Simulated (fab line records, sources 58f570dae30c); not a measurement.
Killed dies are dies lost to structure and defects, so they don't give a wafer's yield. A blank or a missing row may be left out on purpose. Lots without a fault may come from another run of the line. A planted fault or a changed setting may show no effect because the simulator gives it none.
Problem report in the 8D (eight disciplines) form, filled by code | flow berkeley_cmos170 | the parts of the form that need people (team, actions taken, sign-off) are left out

1. THE PROBLEM
NWELL_NITRIDE_THK at UCB170_NWELL_THK_MEAS_05 reads a mean of 205.2 nm on 6 wafers of 2 lots; wafers without a fault read 224.7 nm with a standard deviation of 1.9. That is -10 standard deviations from the usual mean.
First seen on wafer L824.4, day 5 00:32, on film_metro-01. The record holds 42 wafers of 14 lots with a number at this step. Rule for "out", or "out of limits": more than 4 standard deviations from the usual mean. The other wafers with a number count as sound.

2. WHAT IT IS AND WHAT IT IS NOT
question                    | is                     | is not
which readings at this step | NWELL_NITRIDE_THK      | -
which lots                  | L824, L825             | L811, L812, L813, L816, L817, L818, L819, L821, L822, L832, L833, L834
which wafers of those lots  | all that have a number | -
read on which gauges        | film_metro-01          | film_metro-03, film_metro-04
when                        | from day 5 00:32       | up to then (27 sound wafers); but 9 sound wafers of L832, L833, L834 came after

3. SUSPECTS, AND WHAT RULES EACH OUT
Counting: a tool at a process step up to the reading stays a suspect if it ran every lot that is out and no sound lot after the first of them.
- the gauge at UCB170_NWELL_THK_MEAS_05: kept. All the wafers that are out were read on film_metro-01, and no step on other tools shows them out.
- lpcvd-02 at UCB170_NWELL_CVD_04 (deposits Si3N4 from SiH2Cl2/NH3, target thk 224 nm, time 3360 s): kept. It ran every lot that is out, first L824 (day 4 22:34), and no sound lot after that; its last sound lot up to then is L821 (day 4 10:46).
Left after counting: lpcvd-02 at UCB170_NWELL_CVD_04, film_metro-01 at UCB170_NWELL_THK_MEAS_05.

4. THE CAUSE (what the simulator had put in)
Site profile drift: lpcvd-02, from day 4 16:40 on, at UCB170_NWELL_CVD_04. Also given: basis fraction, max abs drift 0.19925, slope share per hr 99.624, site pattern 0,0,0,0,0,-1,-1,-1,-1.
Counting left 2 suspects, and this tool is among them.

5. THE CHAIN OF EFFECTS, in route order
Each row: a reading whose mean over the struck wafers that have a number lies more than 3 standard deviations from the usual. Only readings for which the record gives a usual standard deviation are gone through. hours: the time from each lot's start at the first step in this table that gives one to its start at this step, as a median over the lots. sigmas: the change in usual standard deviations.
hours | step                     | reading           | usual    | on struck wafers | change | sigmas
0     | UCB170_NWELL_THK_MEAS_05 | NWELL_NITRIDE_THK | 224.7 nm | 205.2            | -19.5  | -10
Later measuring or inspecting steps at which every struck wafer that the step has a row for has a number for every such reading, and none has moved that far: UCB170_NWELL_OVL_MEAS_12, UCB170_FIELD_THK_MEAS_02.

6. WHAT WOULD HAVE CAUGHT IT SOONER
In this record the first reading out of limits at a measuring or inspecting step was taken at day 5 00:32, 8 hours after the fault began at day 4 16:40.
Of the tool readings at UCB170_NWELL_CVD_04 for which the record gives a usual standard deviation, none was out on any struck wafer, so an alarm limit of 4 standard deviations on them would not have fired.
Of the lots that are out (2), L825 began UCB170_NWELL_CVD_04 on lpcvd-02 after day 5 00:32. A hold on the tool at that time would have spared it.
